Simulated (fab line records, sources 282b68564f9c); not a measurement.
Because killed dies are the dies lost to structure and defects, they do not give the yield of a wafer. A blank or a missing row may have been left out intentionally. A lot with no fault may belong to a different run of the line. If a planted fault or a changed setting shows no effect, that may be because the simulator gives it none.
Comparing a struck lot with a sound one -- flow rit cmos -- 15 steps out of a route of 202
Sound: wafers L782.1, L782.4, L782.6. Wafers L789.2, L789.3, L789.5 were the ones struck. The cause comes at the end.
For every step that has rows: the tool of each side, followed by ch and its chambers, followed by its first start. Under that, the readings that differ: sound wafers -- struck wafers -- difference of the means -- sigmas: that difference in standard deviations of wafers without a fault.
alike: readings whose means differ by less than 2 such deviations, and words and numbers that are the same on both sides. not compared: withheld readings, readings that some wafer has no value for, bounds like >300 that may hide the same value, and numbers for which the record gives no deviation and whose values overlap.
The two part at a step that has a row with sigmas, a row that says differs or no value, or rows on one side only. When numbers do not overlap yet have no deviation, they are printed without sigmas and do not part them. A reading that every wafer of one side lacks parts them only if that side has two wafers or more.

RIT_NSD_OVL_MEAS_06:
  sound on overlay-01, day 4 04:38; struck on overlay-01, day 5 16:32
  alike: NSD_OVL
then, 2 steps without rows for these wafers: RIT_NSD_HARDBAKE_07 (time 60 s); RIT_NSD_IMPLANT_08.
RIT_NSD_STRIP_09: strips in O2, time 180 s.
  sound on plasma asher-02 ch 0,1, day 4 04:59; struck on plasma asher-03 ch 0, day 5 16:52
  alike: drypump motor current A
  not compared: rf hours counter h
RIT_NSD_TW_MEAS_10:
  sound on film metro-04, day 4 05:09; struck on film metro-04, day 5 17:03
  alike: NSD_TW
then, 6 steps without rows for these wafers: RIT_PSD_HMDS_00 (prime time 60 s); RIT_PSD_COAT_01 (resist thk 1000 nm); RIT_PSD_SOFTBAKE_02 (time 60 s); RIT_PSD_EXPOSE_03 (exposes mask M10, target cd 40900 nm); RIT_PSD_PEB_04; RIT_PSD_DEVELOP_05 (develop time 50 s).
RIT_PSD_OVL_MEAS_06:
  sound on overlay-01, day 4 06:11; struck on overlay-02, day 5 18:05
  alike: PSD_OVL
RIT_PSD_HARDBAKE_07: time 60 s.
  sound on litho track-01 ch 0, day 4 06:13; struck on litho track-02 ch 0, day 5 18:19
reading,sound,struck,difference,sigmas
heater power total W (W),62.57 62.45 62.60,66.60 66.53 66.61,+4.04,+81
plate temp C (C),140.16 140.13 139.90,147.04 146.89 146.73,+6.82,+52
model.NOVOLAK_of_PSD_COAT_01.thk nm (nm),875.8 875.2 875.6,871 869.7 871,-5,
then, 1 step without rows for these wafers: RIT_PSD_IMPLANT_08.
RIT_M1_PROBE_99:
  rows exist in the record for the struck wafers here (prober-02, day 6 05:40), but not for the sound ones

## WHERE THEY PART
At RIT_PSD_HARDBAKE_07 first; at RIT_M1_PROBE_99 last (within this record only).

WHY: the cause the simulator had injected
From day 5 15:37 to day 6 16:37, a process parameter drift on litho track-02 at RIT_PSD_HARDBAKE_07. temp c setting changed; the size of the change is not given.
